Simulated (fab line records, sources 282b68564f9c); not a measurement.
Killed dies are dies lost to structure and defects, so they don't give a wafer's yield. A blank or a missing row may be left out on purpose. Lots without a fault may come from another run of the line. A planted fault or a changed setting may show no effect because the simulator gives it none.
One fault seen from 2 desks | flow rit_cmos | each desk has only its own numbers; what lay behind them comes last

THE TOOL OWNER'S DESK: lpcvd-01
The tool's own readings at RIT_ACTIVE_CVD_03 (deposits Si3N4 from SiH2Cl2/NH3, target thk 150 nm, time 1500 s): means of the sampled wafers that have a number, for each lot that ran on this tool. A lot is out of limits, marked OUT, if its mean lies more than 4 standard deviations from the usual mean; the brackets give that distance.
Columns: A = spike_tc_centre_C at RIT_ACTIVE_CVD_03, usual 812.5 C; B = spike_tc_load_C at RIT_ACTIVE_CVD_03, usual 832.1 C; C = spike_tc_source_C at RIT_ACTIVE_CVD_03, usual 830.3 C; D = susceptor_temp_C at RIT_ACTIVE_CVD_03, usual 810.0 C; E = zone_power_centre_pct at RIT_ACTIVE_CVD_03, usual 38 %
lot  | first seen here | A               | B               | C               | D                       | E
L559 | day 1 13:01     | 811.0           | 831.2           | 830.7           | 809.9                   | 30
L560 | day 1 17:49     | 812.3           | 831.8           | 830.7           | 810.1                   | 29
L565 | day 2 19:30     | 812.1           | 831.0           | 828.9           | 809.7                   | 29
L568 | day 3 10:23     | 812.2           | 830.8           | 830.1           | 810.1                   | 40
L576 | day 5 02:13     | 857.4 (+37) OUT | 876.7 (+21) OUT | 875.9 (+18) OUT | 854.8 (+99 or more) OUT | 31
L580 | day 5 22:39     | 813.4           | 830.9           | 830.7           | 810.2                   | 40
This desk's finding: out of limits on L576; first on L576, day 5 02:13 (spike_tc_centre_C at RIT_ACTIVE_CVD_03). In limits: L559, L560, L565, L568, L580.

THE METROLOGY DESK
What the gauges read, lot by lot, whatever tool the lot ran on: means of the sampled wafers that have a number. A lot is out of limits, marked OUT, if its mean lies more than 4 standard deviations from the usual mean; the brackets give that distance.
Columns: A = ACTIVE_NITRIDE_THK at RIT_ACTIVE_THK_MEAS_04, usual 151.4 nm
lot  | first seen here | A
L559 | day 1 14:28     | 148.2
L560 | day 1 19:14     | 152.5
L561 | day 1 23:58     | 152.2
L562 | day 2 04:32     | 151.4
L564 | day 2 14:51     | 152.1
L565 | day 2 20:56     | 151.6
L566 | day 3 05:04     | 153.6
L567 | day 3 08:33     | 151.9
L568 | day 3 12:31     | 150.7
L570 | day 3 20:58     | 153.4
L576 | day 5 03:38     | 252.8 (+63) OUT
L580 | day 6 00:04     | 150.0
L582 | day 6 08:32     | 152.4
This desk's finding: out of limits on L576; first on L576, day 5 03:38 (ACTIVE_NITRIDE_THK at RIT_ACTIVE_THK_MEAS_04). In limits: L559, L560, L561, L562, L564, L565, L566, L567, L568, L570, L580, L582.

PUT TOGETHER
The tool owner's desk could have raised an alarm at day 5 02:13, on L576.
The metrology desk could have raised an alarm at day 5 03:38, on L576.
Of the lots named, all ran RIT_ACTIVE_CVD_03 on lpcvd-01.

WHAT THE SIMULATOR HAD PUT IN
Process parameter drift: lpcvd-01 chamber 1, from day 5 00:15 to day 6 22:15, at RIT_ACTIVE_CVD_03. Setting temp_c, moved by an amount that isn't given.
Lots struck among those shown: L576.
Hours from the fault's start to each desk's first reading out of limits: the tool owner's desk, 2; the metrology desk, 3.
